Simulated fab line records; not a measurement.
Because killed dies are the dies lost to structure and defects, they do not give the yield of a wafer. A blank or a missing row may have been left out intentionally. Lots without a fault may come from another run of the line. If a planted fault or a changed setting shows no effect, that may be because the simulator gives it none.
fab line records    flow ritCmos
[record] lots = 7  wafers = 21  lastDay = 7
route steps=202 shown ACTIVE@1 M1@202
lots that met no fault: from a run of the same line without faults
startH: the number of hours between the record's first day and the start of the first shown wafer of the lot    waitH: hours since the lot's step before    " the same as in the row above    L1.1+2: a single row standing in for several wafers    - no value present, or no start provided    * or withheld: withheld    < > ~ a bound
route shown NAME@n: NAME is a module with steps in the file, n the number in the route of the first one    usual: average and standard deviation across the fault-free wafers    same: alike in all rows    chamber/n: place in a boat    sites: per-site readings    _std_site: their standard deviation    _edge_site: the outer-site mean with the inner-site mean subtracted    radiusMm: how far each site lies from the wafer's centre    mask NAME#n: copy n    behind: the most recent tool/chamber to have shaped the wafer    hold: the reason the lot was held/the length of the hold in hours/how it ended    device: names the non-switching transistor (n, p or np)    end of line: the route-end tests of the same wafers    where a step has no rows: the recipe by itself    killed: at the first sort, the dies lost to defects and structure; wafer yield is something else    map: a wafer's dies, x killed, . not, _ none there
set.NAME: the setting as run; set.NAME@STEP: as run at that earlier step    model.NAME: the simulator's own value behind a step, which no gauge read
lots at some steps of the route; a table a step, a row a wafer
services: a tool's chamber out of use, with start hour (startH, from the record's first day; less than 0 if before it), hours out, and reason
[[steps]]
[step RIT_ACTIVE_BOW_MEAS_00]
[recipe] mode = bow
[usual] INCOMING_BOW = 0/7.1
lot.wafer  tool          chamber  startH  waitH  INCOMING_BOW[um]
L935.3     filmMetro-01  -        15.04   -      -4
L935.4     "             -        "       "      -8
L935.6     "             -        "       "      -4
L938.2     filmMetro-01  -        30.02   -      0
L938.3     "             -        "       "      -1
L938.5     "             -        "       "      -7
L943.1     filmMetro-01  -        55.00   -      12
L943.3     "             -        "       "      16
L943.5     "             -        "       "      5
L946.2     filmMetro-01  -        70.02   -      6
L946.5     "             -        "       "      1
L946.6     "             -        "       "      -6
L950.3     filmMetro-01  -        90.04   -      -6
L950.4     "             -        "       "      10
L950.5     "             -        "       "      -1
L952.1     filmMetro-04  -        100.00  -      4
L952.2     "             -        "       "      0
L952.6     "             -        "       "      4
L953.4     filmMetro-01  -        105.06  -      -7
L953.5     "             -        "       "      -6
L953.6     "             -        "       "      3
[step RIT_ACTIVE_OXIDATION_01]
[recipe] tempC = 1000  ambient = O2  targetThkA = 468  oxTimeS = 3360
[step RIT_ACTIVE_THK_MEAS_02]
[recipe] reads = SiO2_of_ACTIVE_OXIDATION_01
[usual] ACTIVE_OXIDE_THK = 46.7/0.76
lot.wafer  tool          chamber  startH  waitH  ACTIVE_OXIDE_THK[nm]
L935.3     filmMetro-04  -        20.32   0.0    46.6
L935.4     "             -        "       "      45.9
L935.6     "             -        "       "      45.4
L938.2     filmMetro-01  -        34.20   0.0    47.6
L938.3     "             -        "       "      47.1
L938.5     "             -        "       "      47.5
L943.1     filmMetro-01  -        59.19   0.0    48.4
L943.3     "             -        "       "      48.0
L943.5     "             -        "       "      47.3
L946.2     filmMetro-04  -        72.27   0.0    46.5
L946.5     "             -        "       "      46.9
L946.6     "             -        "       "      46.9
L950.3     filmMetro-04  -        92.07   0.0    47.6
L950.4     "             -        "       "      47.4
L950.5     "             -        "       "      47.1
L952.1     filmMetro-01  -        102.89  0.0    47.0
L952.2     "             -        "       "      47.1
L952.6     "             -        "       "      48.1
L953.4     filmMetro-02  -        108.15  0.0    46.7
L953.5     "             -        "       "      45.8
L953.6     "             -        "       "      46.8
[step RIT_ACTIVE_CVD_03]
[recipe] material = Si3N4  targetThkNm = 150  tempC = 810  precursor = SiH2Cl2/NH3  timeS = 1500  pressureMtorr = 300  sih2cl2FlowSccm = 60  nh3FlowSccm = 150
[step RIT_ACTIVE_THK_MEAS_04]
[recipe] reads = Si3N4_of_ACTIVE_CVD_03
[usual] ACTIVE_NITRIDE_THK = 149.5/1.6
lot.wafer  tool          chamber  startH  waitH  ACTIVE_NITRIDE_THK[nm]
L935.3     filmMetro-02  -        21.79   0.0    150.4
L935.4     "             -        "       "      152.7
L935.6     "             -        "       "      151.6
L938.2     filmMetro-01  -        36.39   0.0    148.8
L938.3     "             -        "       "      149.1
L938.5     "             -        "       "      149.1
L943.1     filmMetro-04  -        61.87   0.0    148.3
L943.3     "             -        "       "      150.2
L943.5     "             -        "       "      148.7
L946.2     filmMetro-02  -        74.88   0.0    148.8
L946.5     "             -        "       "      150.7
L946.6     "             -        "       "      151.3
L950.3     filmMetro-04  -        93.55   0.0    148.1
L950.4     "             -        "       "      148.7
L950.5     "             -        "       "      148.9
L952.1     filmMetro-01  -        104.36  0.0    150.5
L952.2     "             -        "       "      151.1
L952.6     "             -        "       "      150.9
L953.4     filmMetro-02  -        109.63  0.0    146.9
L953.5     "             -        "       "      147.8
L953.6     "             -        "       "      148.0
[step RIT_ACTIVE_HMDS_05]
[recipe] primeTimeS = 60  primeTempC = 140
[step RIT_ACTIVE_COAT_06]
[recipe] resist = NOVOLAK  spinRpm = 3250  resistThkNm = 1000
[step RIT_ACTIVE_SOFTBAKE_07]
[recipe] resist = NOVOLAK  tempC = 90  timeS = 60
[step RIT_ACTIVE_EXPOSE_08]
[recipe] maskId = M1  na = 0.6  sourceShape = conventional  sigmaOuter = 0.6  targetCdNm = 1400  doseMj = 225
[usual] exposureDoseMJCm2 = 224.93/0.21  reticleTempC = 23.02/0.12
lot.wafer  tool             chamber  startH  waitH  mask  exposureDoseMJCm2  reticleTempC
L935.3     ilineStepper-01  0        22.32   0.1    M1#0  225.21             22.97
L935.4     "                0        "       "      M1#0  225.23             22.86
L935.6     "                0        "       "      M1#0  225.11             22.99
L938.2     ilineStepper-02  0        36.91   0.1    M1#0  225.01             23.06
L938.3     "                0        "       "      M1#0  224.53             23.15
L938.5     "                0        "       "      M1#0  224.87             23.20
L943.1     ilineStepper-02  0        62.38   0.1    M1#0  173.23             22.86
L943.3     "                0        "       "      M1#0  172.70             22.94
L943.5     "                0        "       "      M1#0  173.12             22.81
L946.2     ilineStepper-02  0        75.58   0.3    M1#0  183.45             22.94
L946.5     "                0        "       "      M1#0  183.71             22.90
L946.6     "                0        "       "      M1#0  183.48             22.86
L950.3     ilineStepper-02  0        94.22   0.2    M1#0  191.93             23.12
L950.4     "                0        "       "      M1#0  191.73             23.14
L950.5     "                0        "       "      M1#0  192.18             23.14
L952.1     ilineStepper-01  0        105.00  0.2    M1#0  224.76             22.87
L952.2     "                0        "       "      M1#0  225.07             22.93
L952.6     "                0        "       "      M1#0  224.86             22.88
L953.4     ilineStepper-01  0        110.17  0.1    M1#0  225.16             23.25
L953.5     "                0        "       "      M1#0  225.07             23.15
L953.6     "                0        "       "      M1#0  225.01             23.10
[step RIT_ACTIVE_PEB_09]
[recipe] resist = NOVOLAK  tempC = withheld  timeS = withheld
[step RIT_ACTIVE_DEVELOP_10]
[recipe] resist = NOVOLAK  developTimeS = 50  devTempC = 23
[step RIT_ACTIVE_CD_MEAS_11]
[recipe] targetCdNm = 1400
[usual] cdNm = 1399.7/1.8
lot.wafer  tool      chamber  startH  waitH  cdNm
L935.3     cdSem-02  -        22.72   -      1398.6
L935.4     "         -        "       "      1397.7
L935.6     "         -        "       "      1398.2
L938.2     cdSem-01  -        37.31   -      1399.8
L938.3     "         -        "       "      1397.2
L938.5     "         -        "       "      1399.9
L943.1     cdSem-01  -        62.78   -      1472.4
L943.3     "         -        "       "      1475.2
L943.5     "         -        "       "      1475.8
L946.2     cdSem-02  -        75.98   -      1460.1
L946.5     "         -        "       "      1461.0
L946.6     "         -        "       "      1460.7
L950.3     cdSem-01  -        94.62   -      1446.3
L950.4     "         -        "       "      1446.9
L950.5     "         -        "       "      1446.7
L952.1     cdSem-01  -        105.40  -      1398.3
L952.2     "         -        "       "      1400.7
L952.6     "         -        "       "      1398.3
L953.4     cdSem-02  -        110.57  -      1401.9
L953.5     "         -        "       "      1402.1
L953.6     "         -        "       "      1403.1
[step RIT_ACTIVE_HARDBAKE_12]
[recipe] resist = NOVOLAK  tempC = 140  timeS = 60
[step RIT_ACTIVE_ETCH_13]
[recipe] stopOn = SiO2  chemistry = SF6  target = Si3N4  timeS = 210  overEtchFrac = 0.4  SF6_flow_sccm = 200  pressureMtorr = 260  rfW = 125  targetDepthA = 2100
[usual] drypumpMotorCurrentA = 5.4/0.45  oesProductAu = 0.816/0.017  throttleValvePct = 7.48/0.098
lot.wafer  tool        chamber  startH  waitH  drypumpMotorCurrentA  oesProductAu  rfHoursCounterH  throttleValvePct  model.ACTIVE.cdNm
L935.3     rieDiel-01  3        22.95   0.1    5.1                   0.805         3                7.47              1399
L935.4     "           2        "       "      4.8                   0.815         45               7.54              1398
L935.6     "           0        "       "      5.2                   0.847         -                7.43              1398
L938.2     rieDiel-03  3        37.56   0.1    5.2                   0.801         5                7.50              1400
L938.3     "           1        "       "      5.5                   0.836         94               7.33              1397
L938.5     "           0        "       "      5.9                   0.794         -                7.58              1400
L943.1     rieDiel-02  2        63.05   0.1    6.3                   0.806         81               7.31              1472
L943.3     "           3        "       "      6.1                   0.826         39               7.51              1475
L943.5     "           3        "       "      6.1                   0.836         -                7.50              1476
L946.2     rieDiel-01  2        76.26   0.1    4.9                   0.798         46               7.51              1460
L946.5     "           3        "       "      5.1                   0.810         -                7.43              1461
L946.6     "           0        "       "      5.2                   0.842         -                7.46              1461
L950.3     rieDiel-03  1        94.85   0.1    5.5                   0.837         95               7.32              1446
L950.4     "           3        "       "      5.1                   0.803         6                7.51              1447
L950.5     "           0        "       "      5.8                   0.799         -                7.58              1447
L952.1     rieDiel-01  0        105.79  0.1    5.2                   0.841         10               7.44              -
L952.2     "           1        "       "      5.6                   0.811         116              7.50              1400
L952.6     "           1        "       "      5.6                   0.812         -                7.49              1398
L953.4     rieDiel-01  0        110.78  0.1    5.3                   0.835         10               7.43              1402
L953.5     "           3        "       "      5.1                   0.804         -                7.46              1402
L953.6     "           2        "       "      4.8                   0.814         -                7.52              1404
[step RIT_ACTIVE_STRIP_14]
[recipe] chemistry = O2  timeS = 180  resist = NOVOLAK  platenTempC = withheld  powerW = 500  pressureMtorr = 4000  o2FlowSccm = 4000
[usual] drypumpMotorCurrentA = 5.7/0.52
lot.wafer  tool            chamber  startH  waitH  drypumpMotorCurrentA  rfHoursCounterH
L935.3     plasmaAsher-01  0        23.15   0.1    5.4                   -
L935.4     "               1        "       "      5.5                   -
L935.6     "               1        "       "      5.5                   -
L938.2     plasmaAsher-04  0        37.69   0.1    5.9                   40
L938.3     "               0        "       "      5.9                   -
L938.5     "               1        "       "      5.0                   -
L943.1     plasmaAsher-04  0        63.18   0.1    6.0                   44
L943.3     "               0        "       "      5.9                   -
L943.5     "               0        "       "      6.0                   -
L946.2     plasmaAsher-04  0        76.39   0.1    6.0                   45
L946.5     "               0        "       "      5.9                   -
L946.6     "               1        "       "      5.0                   -
L950.3     plasmaAsher-01  0        95.04   0.1    5.4                   -
L950.4     "               1        "       "      5.6                   -
L950.5     "               1        "       "      5.6                   -
L952.1     plasmaAsher-03  1        105.92  0.1    6.4                   46
L952.2     "               0        "       "      6.4                   46
L952.6     "               0        "       "      6.3                   -
L953.4     plasmaAsher-01  1        110.97  0.1    5.6                   -
L953.5     "               0        "       "      5.4                   -
L953.6     "               1        "       "      5.5                   -
[step RIT_M1_PROBE_99]
[usual] killed_at_M0_to_M3 = 0.0/0.14  killedAtContacts = 0.1/0.27  killedAtFrontEnd = 6.5/2.8  killedDies = 6.6/2.8  killedOnRim = 1.7/1.3  killedOpen = 3.5/2  killedShort = 3.2/1.8
[same] grossDies = 264  killed_at_M4_up = 0  killedAtBackSide = 0  killedAtOther = 0
lot.wafer  tool       chamber  startH  waitH  killed_at_M0_to_M3  killedAtContacts  killedAtFrontEnd  killedDies  killedOnRim  killedOpen  killedShort  model.etest.pplusSal.widthNm  model.etest.nplusSal.widthNm  model.etest.pldd.widthNm  model.etest.nldd.widthNm  model.etest.nmosNarrow.driveUaUm  model.etest.pmosNarrow.driveUaUm  model.etest.fieldP.vtV  model.etest.pplusSal.lineOhmUm
L935.3     prober-02  -        76.12   0.2    0                   0                 11                11          3            4           7            3455                          3445                          3172                      3172                      222.5                             104.2                             -12.97                  1.263
L935.4     prober-02  -        76.17   0.2    0                   0                 9                 9           1            5           4            3453                          3458                          3184                      3184                      227.8                             106.5                             -12.98                  1.257
L935.6     prober-02  -        76.27   0.2    0                   0                 13                13          3            6           7            3465                          3482                          3192                      3193                      231.3                             107.3                             -13                     1.245
L938.2     prober-02  -        86.26   0.1    0                   0                 7                 7           1            5           2            3445                          3440                          3169                      3160                      232.8                             107.2                             -12.67                  1.241
L938.3     prober-02  -        86.31   0.2    0                   1                 4                 5           1            3           2            3441                          3412                          3172                      3169                      229.9                             106                               -12.57                  1.285
L938.5     prober-02  -        86.41   0.2    0                   0                 4                 4           2            2           2            3417                          3427                          3162                      3173                      232.6                             107.2                             -12.6                   1.258
L943.1     prober-01  -        113.46  0.1    0                   0                 6                 6           3            0           6            3502                          3510                          3242                      3241                      239                               108.2                             -13.04                  1.231
L943.3     prober-01  -        113.56  0.2    0                   0                 4                 4           0            2           2            3516                          3517                          3244                      3233                      241.9                             108.5                             -13.1                   1.246
L943.5     prober-01  -        113.66  0.2    0                   0                 9                 9           2            6           2            3516                          3529                          3259                      3249                      247.6                             110.5                             -13.1                   1.234
L946.2     prober-02  -        123.32  0.1    0                   0                 9                 9           1            5           4            3514                          3518                          3245                      3231                      240.5                             109.6                             -13.07                  1.239
L946.5     prober-02  -        123.47  0.2    0                   0                 6                 6           2            3           3            3511                          3514                          3244                      3248                      234.2                             106.2                             -12.98                  1.233
L946.6     prober-02  -        123.52  0.2    0                   0                 12                12          2            6           6            3511                          3512                          3234                      3231                      240                               109.4                             -13.1                   1.246
L950.3     prober-01  -        149.26  0.2    0                   0                 6                 6           1            4           2            3507                          3471                          3222                      3231                      235                               104.8                             -13.71                  1.229
L950.4     prober-01  -        149.31  0.2    0                   0                 7                 7           2            3           4            3489                          3490                          3205                      3211                      228.5                             101.2                             -13.66                  1.25
L950.5     prober-01  -        149.36  0.2    0                   0                 13                13          6            9           4            3467                          3456                          3216                      3217                      230.5                             103.9                             -13.8                   1.251
L952.1     prober-01  -        158.96  0.1    1                   0                 5                 6           0            2           4            3486                          3463                          3199                      3182                      232.6                             107.8                             -12.46                  1.241
L952.2     prober-01  -        159.01  0.1    0                   0                 6                 6           3            4           2            3458                          3450                          3182                      3185                      223.4                             103.3                             -12.51                  1.231
L952.6     prober-01  -        159.21  0.2    0                   0                 6                 6           1            2           4            3453                          3467                          3191                      3162                      224.2                             104.5                             -12.38                  1.241
L953.4     prober-02  -        161.61  0.2    0                   0                 6                 6           1            5           1            3456                          3464                          3176                      3169                      218.4                             99.37                             -12.86                  1.254
L953.5     prober-02  -        161.66  0.2    0                   0                 4                 4           2            2           2            3455                          3454                          3181                      3192                      227.4                             101.8                             -12.78                  1.266
L953.6     prober-02  -        161.71  0.2    0                   1                 6                 7           0            2           5            3441                          3440                          3180                      3184                      220                               98.86                             -12.81                  1.26
// killed by level:class
L935.3 GATE:geometricParticle:short=2 SILICIDE:geometricParticle:short=2 FOX1:geometricParticle:short=1 FOX1:geometricParticle:open=1 GATE:geometricParticle:open=1 REOX:geometricParticle:short=1 REOX:geometricParticle:open=1 SPACER:geometricParticle:short=1
L935.4 FOX2:geometricParticle:short=2 FOX2:geometricParticle:open=2 REOX:geometricParticle:short=2 SILICIDE:geometricParticle:open=2 FOX1:geometricParticle:open=1
L935.6 FOX1:geometricParticle:short=3 FOX1:geometricParticle:open=2 GATE:geometricParticle:short=2 GATE:geometricParticle:open=2 REOX:geometricParticle:short=2 REOX:geometricParticle:open=1 SPACER:geometricParticle:open=1
L938.2 SPACER:geometricParticle:open=3 GATE:geometricParticle:short=2 GATE:geometricParticle:open=1 SILICIDE:geometricParticle:open=1
L938.3 GATE:geometricParticle:short=1 REOX:geometricParticle:open=1 SPACER:geometricParticle:short=1 SILICIDE:geometricParticle:open=1 CONTACT:geometricParticle:open=1
L938.5 SILICIDE:geometricParticle:short=2 REOX:geometricParticle:open=1 SPACER:geometricParticle:open=1
L943.1 GATE:geometricParticle:short=5 SILICIDE:geometricParticle:short=1
L943.3 GATE:geometricParticle:open=2 GATE:geometricParticle:short=1 REOX:geometricParticle:short=1
L943.5 GATE:geometricParticle:open=5 GATE:geometricParticle:short=2 FOX1:geometricParticle:open=1 ACTIVE:areaExpose=1
L946.2 FOX2:geometricParticle:short=3 FOX2:geometricParticle:open=1 GATE:geometricParticle:open=1 REOX:geometricParticle:open=1 REOX:geometricParticle:short=1 SPACER:geometricParticle:open=1 SILICIDE:geometricParticle:open=1
L946.5 SPACER:geometricParticle:open=3 GATE:geometricParticle:short=1 REOX:geometricParticle:short=1 SPACER:geometricParticle:short=1
L946.6 SILICIDE:geometricParticle:open=5 SILICIDE:geometricParticle:short=3 FOX1:geometricParticle:short=1 FOX2:geometricParticle:short=1 GATE:geometricParticle:short=1 SPACER:geometricParticle:open=1
L950.3 GATE:geometricParticle:open=2 REOX:geometricParticle:open=2 REOX:geometricParticle:short=1 SPACER:geometricParticle:short=1
L950.4 GATE:geometricParticle:short=4 GATE:geometricParticle:open=2 SILICIDE:geometricParticle:open=1
L950.5 FOX2:geometricParticle:open=2 GATE:geometricParticle:open=2 REOX:geometricParticle:open=2 SPACER:geometricParticle:open=2 FOX1:geometricParticle:open=1 FOX2:geometricParticle:short=1 GATE:geometricParticle:short=1 SPACER:geometricParticle:short=1
L952.1 GATE:geometricParticle:short=2 GATE:geometricParticle:open=1 REOX:geometricParticle:short=1 REOX:geometricParticle:open=1 M1:geometricParticle:short=1
L952.2 SPACER:geometricParticle:open=3 SILICIDE:geometricParticle:short=2 FOX1:geometricParticle:open=1
L952.6 GATE:geometricParticle:open=2 REOX:geometricParticle:short=2 SILICIDE:geometricParticle:short=2
L953.4 GATE:geometricParticle:open=3 GATE:geometricParticle:short=1 REOX:geometricParticle:open=1 SILICIDE:geometricParticle:open=1
L953.5 GATE:geometricParticle:short=2 GATE:geometricParticle:open=1 SILICIDE:geometricParticle:open=1
L953.6 GATE:geometricParticle:short=4 GATE:geometricParticle:open=1 REOX:geometricParticle:short=1 CONTACT:geometricParticle:open=1
[[services]]
tool             chamber  startH  hours  kind
rieDiel-03       0        16.02   7.1    repair
rieDiel-01       -        17.81   1.2    repair
plasmaAsher-03   -        19.74   2.1    repair
plasmaAsher-01   -        34.36   1.2    repair
ilineStepper-01  -        52.50   0.8    repair
ilineStepper-01  -        65.92   1.7    pm
ilineStepper-02  -        82.73   1.7    pm
plasmaAsher-04   -        108.75  9.0    pm
plasmaAsher-04   0        108.75  9.0    ventCycle
plasmaAsher-04   1        108.75  9.0    ventCycle
[[key]]
[firstSign] step = RIT_ACTIVE_EXPOSE_08  reading = exposureDoseMJCm2  direction = down  sigmas = 99+  usual = 224.93  struck = 182.84
[effect] step = RIT_ACTIVE_CD_MEAS_11  reading = cdNm  direction = up  sigmas = 33  usual = 1399.7  struck = 1460.5  through = controlLoop
[modelEffect] step = RIT_ACTIVE_ETCH_13  value = ACTIVE.cdNm  without = 1401  struck = 1461
[modelEffect] step = RIT_M1_PROBE_99  value = etest.pplusSal.widthNm  without = 3444  struck = 3504
metAt RIT_ACTIVE_EXPOSE_08
struckWafers L943.1,L943.3,L943.5,L946.2,L946.5,L946.6,L950.3,L950.4,L950.5
testerLeftOut L943,L946,L950
[loopTrim] step = RIT_ACTIVE_EXPOSE_08  setting = dose  lots = L946,L950
onsetBetween 36.91 62.38
[fault] kind = processParameterDrift  tool = ilineStepper-02  chamber = -  onsetH = 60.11  steps = RIT_ACTIVE_EXPOSE_08  channel = doseMj  offset = -51.663  shape = step  actsIn = theseRecipesOnly  stated = 225
// testerLeftOut: of these lots the tester's yield and bins aren't shown, on N5 and GAA mostly nor the transistor test; their killed dies are dies lost to structure and defects alone, not to doping, threshold or leakage, so they don't give the yield
// loopTrim: a control loop set the setting to another value than it would have without faults
